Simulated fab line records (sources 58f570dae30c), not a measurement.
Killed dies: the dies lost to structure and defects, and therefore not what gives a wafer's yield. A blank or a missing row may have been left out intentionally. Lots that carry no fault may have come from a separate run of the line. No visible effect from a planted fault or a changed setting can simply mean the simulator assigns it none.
The tool behind it: which one?	flow berkeley_cmos170	Sampling: 7 lots, 21 wafers, 3 of 331 route steps

## WHAT EACH GAUGE READ, for each wafer
UCB170_SDANNEAL_RS_MEAS_02: measurement is done with a four-point probe.
lot	measured	on	PSD_RS (ohm/sq)
L998	day 7 21:50	film_metro-03	75.8 75.6 75.7
L101	day 8 10:20	film_metro-03	75.4 75.7 75.2
L102	day 8 10:59	film_metro-01	66.2 66.1 66.0
L106	day 9 19:58	film_metro-04	75.7 75.6 75.8
L116	day 11 02:13	film_metro-04	75.8 75.7 75.7
L118	day 11 15:25	film_metro-04	75.6 75.7 75.6
L120	day 11 15:35	film_metro-01	75.5 75.6 75.8

## WHAT TOOL EACH LOT RAN ON (gives the tool, then ch and the chambers of the sampled wafers, and finally the start)
lot	UCB170_NLDD_STRIP_10	UCB170_SDANNEAL_RTA_01
L998	plasma_asher-04 ch 0,1, day 7 10:49	rtp_anneal-02 ch 0, day 7 21:46
L101	plasma_asher-04 ch 0,1, day 7 23:51	rtp_anneal-02 ch 0, day 8 10:16
L102	plasma_asher-03 ch 0,1, day 8 00:05	rtp_anneal-01 ch 0, day 8 10:55
L106	plasma_asher-03 ch 0, day 9 02:58	rtp_anneal-02 ch 0, day 9 19:51
L116	plasma_asher-02 ch 0,1, day 10 12:44	rtp_anneal-02 ch 0, day 11 02:10
L118	plasma_asher-04 ch 0,1, day 11 01:41	rtp_anneal-01 ch 0, day 11 15:20
L120	plasma_asher-02 ch 0,1, day 11 04:01	rtp_anneal-02 ch 0, day 11 15:31
- UCB170_NLDD_STRIP_10: strips in O2.
- UCB170_SDANNEAL_RTA_01: time 5 s.

## THE ANSWER, worked out from the rows above alone
Rule: usual is defined by the lots themselves. The widest of any qualifying gaps counts: lots, ordered by their means at a reading, are off when they make up no more than a third of the lots, leave a main group of 4 or more, and stand apart from it by 3 or more times the standard deviation of that group's means. The tables above print the reading to a certain number of digits; a main group whose means all agree to those digits is not used. A lot without any number at a reading at which 4 lots or more have one is off too. Any other lot the step has rows for is counted as sound.
Off: L102, seen at UCB170_SDANNEAL_RS_MEAS_02 (PSD_RS). Main group: mean 75.6 ohm/sq, sd 0.099.
If a tool, at a process step before that reading, ran all the lots that are off and no sound lot after the first of them, it fits. Those tools and the gauges at UCB170_SDANNEAL_RS_MEAS_02 are tried in the same way. Of those tried, none fits.

## WHAT THE SIMULATOR HAD PUT IN
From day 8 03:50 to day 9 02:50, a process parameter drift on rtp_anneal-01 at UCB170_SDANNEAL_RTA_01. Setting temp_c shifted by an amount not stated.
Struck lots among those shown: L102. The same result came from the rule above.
